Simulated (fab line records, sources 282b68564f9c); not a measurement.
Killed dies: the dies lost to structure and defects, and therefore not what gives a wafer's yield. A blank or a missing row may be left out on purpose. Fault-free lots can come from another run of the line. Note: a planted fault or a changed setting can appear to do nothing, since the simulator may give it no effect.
Which tool is to blame? | flow rit cmos | route of 202 steps, sampled at 1 step: 15 lots, 45 wafers

## WHAT THE GAUGES SHOWED, per wafer
The record holds no reading of a measuring or inspecting step that can be judged against a usual standard deviation.

## WHAT TOOL EACH LOT RAN ON (gives the tool, then ch and the chambers of the sampled wafers, and finally the start)
lot  | RIT_NRETRO_DEVELOP_05
L922 | litho track-04 ch 0, day 2 08:00
L924 | litho track-03 ch 0, day 2 18:00
L925 | litho track-04 ch 0, day 2 22:00
L926 | litho track-04 ch 0, day 3 04:00
L928 | litho track-03 ch 0, day 3 12:00
L930 | litho track-04 ch 0, day 4 00:00
L933 | litho track-04 ch 0, day 4 14:00
L934 | litho track-03 ch 0, day 4 19:00
L935 | litho track-03 ch 0, day 4 22:00
L936 | litho track-03, day 5 04:00
L937 | litho track-01, day 5 10:00
L938 | litho track-01, day 5 15:00
L941 | litho track-01 ch 0, day 6 05:00
L944 | litho track-04 ch 0, day 6 21:00
L945 | litho track-03 ch 0, day 7 02:00
- RIT_NRETRO_DEVELOP_05: develop time 68 s.

## WHAT THE TOOLS THEMSELVES READ (means of the sampled wafers that have a number; where no wafer has one, the mark that the record gives instead)
RIT_NRETRO_DEVELOP_05.
lot  | tool           | chill plate temp C (C)
L922 | litho track-04 | 23.08
L924 | litho track-03 | 23.00
L925 | litho track-04 | 22.89
L926 | litho track-04 | 22.93
L928 | litho track-03 | 23.11
L930 | litho track-04 | 22.92
L933 | litho track-04 | 23.14
L934 | litho track-03 | 22.94
L935 | litho track-03 | 22.87
L936 | litho track-03 | -
L937 | litho track-01 | -
L938 | litho track-01 | -
L941 | litho track-01 | 23.01
L944 | litho track-04 | 23.08
L945 | litho track-03 | 22.97

## THE ANSWER, worked out from the rows above alone
Rule: the lots themselves supply what counts as usual. The widest of any qualifying gaps counts: lots, ordered by their means at a reading, are off when they make up no more than a third of the lots, leave a main group of 4 or more, and stand apart from it by 3 or more times the standard deviation of that group's means. If all means in a main group match to the digits the tables above print for the reading, that group is not used. Also off: a lot with no number at a reading for which 4 or more lots have one. Any other lot the step has rows for is counted as sound. After the gauges, taken in route order, come the tools' own readings; for these a lot's mean is taken, as printed above. At the first step where some lot is off, the reading lying furthest off is the one used; lots without a number count as furthest.
Off, at RIT_NRETRO_DEVELOP_05 on chill plate temp C: L936, L937, L938. Without a number there: L936, L937, L938. For the main group the mean is 23.00 C and the standard deviation 0.086.
A tool fits if, at that step or a process step before it, it ran every lot that is off, and no sound lot after the first of them. Not one of the candidates tried fits.

## WHAT THE SIMULATOR HAD PUT IN
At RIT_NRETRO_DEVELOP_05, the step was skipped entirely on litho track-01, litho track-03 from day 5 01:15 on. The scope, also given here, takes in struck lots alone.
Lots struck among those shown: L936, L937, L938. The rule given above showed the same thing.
